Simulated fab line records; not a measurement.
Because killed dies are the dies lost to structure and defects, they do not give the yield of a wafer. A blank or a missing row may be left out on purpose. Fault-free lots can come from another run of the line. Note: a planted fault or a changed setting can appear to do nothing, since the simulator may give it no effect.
The same fault as seen by 2 desks + flow berkeley-cmos170 + numbers are kept per desk, each desk with only its own; the story behind them comes last

== METROLOGY DESK ==
Means of the sampled wafers that have a number, per lot and without regard to the tool the lot ran on: this is what the gauges read. Marked OUT: a lot whose mean sits more than 4 standard deviations from the usual mean, which makes it out of limits; the brackets give that distance.
Columns: A = ACTIVE_NITRIDE_THK at UCB170_ACTIVE_THK_MEAS_06, usual 221.5 nm
| lot  | first seen here | A               |
|------|-----------------|-----------------|
| L696 | day 4 04:19     | 222.5           |
| L697 | day 4 18:53     | 219.5           |
| L700 | day 5 11:43     | 222.3           |
| L698 | day 5 11:43     | 222.4           |
| L699 | day 5 11:47     | 221.9           |
| L701 | day 5 23:08     | 177.3 (-29) OUT |
| L702 | day 5 23:08     | 177.8 (-29) OUT |
| L703 | day 5 23:08     | 180.7 (-27) OUT |
| L704 | day 6 17:06     | 222.8           |
| L708 | day 7 14:04     | 222.8           |
| L712 | day 8 10:15     | 223.1           |
| L710 | day 8 10:19     | 221.1           |
| L718 | day 9 10:34     | 222.3           |
| L717 | day 9 10:38     | 220.3           |
| L719 | day 10 02:04    | 221.2           |
Finding of this desk: L701, L702, L703 out of limits, first seen on L701 at day 5 23:08 (ACTIVE_NITRIDE_THK at UCB170_ACTIVE_THK_MEAS_06). L696, L697, L700, L698, L699, L704, L708, L712, L710, L718, L717, L719: within limits.

== FOR THE TOOL OWNER'S DESK: lpcvd-02 ==
The tool's own readings at UCB170_ACTIVE_CVD_05 (deposits Si3N4 from SiH2Cl2/NH3, target thk 220 nm, time 3300 s): means of the sampled wafers that have a number, for each lot that ran on this tool. Marked OUT: a lot whose mean sits more than 4 standard deviations from the usual mean, which makes it out of limits; the brackets give that distance.
Columns: A = spike-tc-centre-C at UCB170_ACTIVE_CVD_05, usual 802.2 C; B = spike-tc-load-C at UCB170_ACTIVE_CVD_05, usual 827.0 C
| lot  | first seen here | A     | B     |
|------|-----------------|-------|-------|
| L696 | day 4 02:25     | 803.2 | 827.8 |
| L698 | day 5 09:47     | 800.1 | 826.0 |
| L699 | day 5 09:47     | 801.0 | 826.3 |
| L700 | day 5 09:47     | 799.8 | 826.7 |
| L701 | day 5 21:13     | 803.6 | 827.4 |
| L702 | day 5 21:13     | 799.6 | 825.5 |
| L703 | day 5 21:13     | 803.1 | 828.7 |
| L717 | day 9 08:38     | 802.6 | 828.5 |
| L718 | day 9 08:38     | 803.1 | 828.5 |
Result from this desk: across the 9 lots, nothing is out of limits.

== BROUGHT TOGETHER ==
On L701, L702, L703, the metrology desk was in a position to raise an alarm at day 5 23:08.
The desk of the tool owner found nothing out of limits.
The tool owner's desk has L701, L702, L703 on record, within its limits.
On lpcvd-02, each named lot ran UCB170_ACTIVE_CVD_05.

== WHAT HAD BEEN PUT IN BY THE SIMULATOR ==
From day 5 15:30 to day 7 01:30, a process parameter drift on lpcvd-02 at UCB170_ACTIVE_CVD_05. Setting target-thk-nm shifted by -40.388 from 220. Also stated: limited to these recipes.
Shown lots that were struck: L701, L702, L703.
Per desk, hours elapsed from the start of the fault to the first reading out of limits: for the metrology desk, 8.
